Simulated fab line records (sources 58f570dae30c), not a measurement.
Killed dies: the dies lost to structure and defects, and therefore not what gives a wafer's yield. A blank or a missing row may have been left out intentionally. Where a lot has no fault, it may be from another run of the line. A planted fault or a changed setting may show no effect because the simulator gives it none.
A struck lot beside a sound one :: flow berkeley cmos170 :: 14 steps out of a route of 331
Sound: the wafers L253.1, L253.4, L253.6. Wafers L264.1, L264.5, L264.6 were the ones struck. The cause comes at the end.
For every step that has rows: the tool of each side, followed by ch and its chambers, followed by its first start. Under that, the readings that differ: sound wafers :: struck wafers :: difference of the means :: sigmas: that difference in standard deviations of wafers without a fault.
alike: readings whose means differ by less than 2 such deviations, and words and numbers that are the same on both sides. not compared: withheld readings, readings that some wafer has no value for, bounds like >300 that may hide the same value, and numbers for which the record gives no deviation and whose values overlap.
Wherever a step has rows on one side only, a row that says differs or no value, or a row with sigmas, the two part there. Numbers that have no deviation but don't overlap get no sigmas and don't part them. A reading that every wafer of one side lacks parts them only if that side has two wafers or more.

first, 5 steps without rows for these wafers: UCB170_WELLDRIVE_ANNEAL_03 (time 900 s); UCB170_WELLDRIVE_WET_ETCH_04 (etches SiO2 in BOE, time 120 s); UCB170_ACTIVE_CLEAN_00 (cleans in SPM, time 600 s); UCB170_ACTIVE_CLEAN_01 (cleans in dHF, time 60 s); UCB170_ACTIVE_OXIDATION_02 (target thk 26.4 nm, ox time 1260 s).
UCB170_ACTIVE_THK_MEAS_03:
  sound on film metro-04 at day 4 11:39; struck on film metro-02 at day 6 17:46
  alike: ACTIVE_OXIDE_THK
then, 2 steps without rows for these wafers: UCB170_ACTIVE_ANNEAL_04 (time 900 s); UCB170_ACTIVE_CVD_05 (deposits Si3N4 from SiH2Cl2/NH3, target thk 220 nm, time 3300 s).
UCB170_ACTIVE_THK_MEAS_06:
  sound on film metro-03 at day 4 17:03; struck on film metro-03 at day 7 00:49
reading: ACTIVE_NITRIDE_THK (nm)
sound: 221.8 219.2 219.3
struck: 226.3 226.7 225.0
difference: +5.9
sigmas: +3
then, 3 steps without rows for these wafers: UCB170_ACTIVE_HMDS_07 (prime time 60 s); UCB170_ACTIVE_COAT_08 (resist thk 900 nm); UCB170_ACTIVE_SOFTBAKE_09 (time 60 s).
UCB170_ACTIVE_EXPOSE_10: exposes mask ACTIVE, target cd 1200 nm.
  struck on krf scanner-01, day 7 03:04; sound on krf scanner-02 ch 0, day 4 18:29
  no value came back on the struck wafers for exposure dose mJ cm2, focus offset nm (nm), na; on the sound wafers exposure dose mJ cm2 reads 20.02 20.03 20.03
  alike: mask
after that, 1 step had no rows for these wafers: UCB170_ACTIVE_PEB_11.

== WHERE THEY PART ==
Last at UCB170_ACTIVE_EXPOSE_10 as far as this record goes, first at UCB170_ACTIVE_THK_MEAS_06.

WHY: the cause the simulator had injected
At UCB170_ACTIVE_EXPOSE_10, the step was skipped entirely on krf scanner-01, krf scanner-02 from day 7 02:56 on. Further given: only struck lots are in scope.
